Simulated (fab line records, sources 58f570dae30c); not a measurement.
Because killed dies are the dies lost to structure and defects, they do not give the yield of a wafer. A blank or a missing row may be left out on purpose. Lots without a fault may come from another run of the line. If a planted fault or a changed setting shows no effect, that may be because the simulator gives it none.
The tool behind it: which one? ; flow berkeley cmos170 ; Sampling: 7 lots, 21 wafers, 2 of 331 route steps

WHAT THE GAUGES SHOWED, per wafer
UCB170_NWELL_TW_MEAS_16.
lot;measured;on;NWELL_TW
L490;day 2 12:27;film metro-01;1255 1249 1260
L492;day 2 20:59;film metro-04;1238 1237 1244
L494;day 3 13:02;film metro-03;1270 1270 1271
L497;day 3 20:28;film metro-01;1251 1264 1259
L502;day 4 18:35;film metro-01;1259 1245 1251
L505;day 5 16:43;film metro-01;1298 1306 1305
L509;day 6 06:35;film metro-01;1262 1259 1254

EACH LOT AND THE TOOL THAT RAN IT (in order: tool; ch and the chambers of the sampled wafers; start)
lot;UCB170_NWELL_IMPLANT_14
L490;implanter-01 ch 0, day 2 12:14
L492;implanter-01 ch 0, day 2 20:46
L494;implanter-02 ch 0, day 3 12:47
L497;implanter-01 ch 0, day 3 20:13
L502;implanter-01 ch 0, day 4 18:21
L505;implanter-03 ch 0, day 5 16:28
L509;implanter-02 ch 0, day 6 06:22
- UCB170_NWELL_IMPLANT_14

THE ANSWER, worked out from the rows above alone
Rule: what is usual is taken from the lots themselves. Put in order of their means at a reading, lots are off if they are a third of the lots or fewer, leave a main group of 4 or more, and stand apart from it by a gap of 3 or more times the standard deviation of the main group's means; of several such gaps the widest counts. Not used: any main group whose means are identical at the precision the tables above print for the reading. Also off: a lot with no number at a reading for which 4 or more lots have one. All remaining lots with rows at the step are treated as sound.
Off: L505, seen at UCB170_NWELL_TW_MEAS_16 (NWELL_TW). The main group: mean 1255, standard deviation 9.1.
A tool fits if, at a process step before that reading, it ran every lot that is off, and no sound lot after the first of them. Gauges at UCB170_NWELL_TW_MEAS_16: tried the same way as those tools. One candidate fits, namely implanter-03 at UCB170_NWELL_IMPLANT_14. It ran no sound lot before its first lot that is off in this sample, so the start can't be narrowed down.

WHAT WAS PUT IN BY THE SIMULATOR
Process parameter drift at UCB170_NWELL_IMPLANT_14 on implanter-03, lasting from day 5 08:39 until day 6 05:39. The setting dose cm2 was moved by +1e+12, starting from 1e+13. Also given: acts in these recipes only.
Shown lots that were struck: L505. The rule given above showed the same thing.
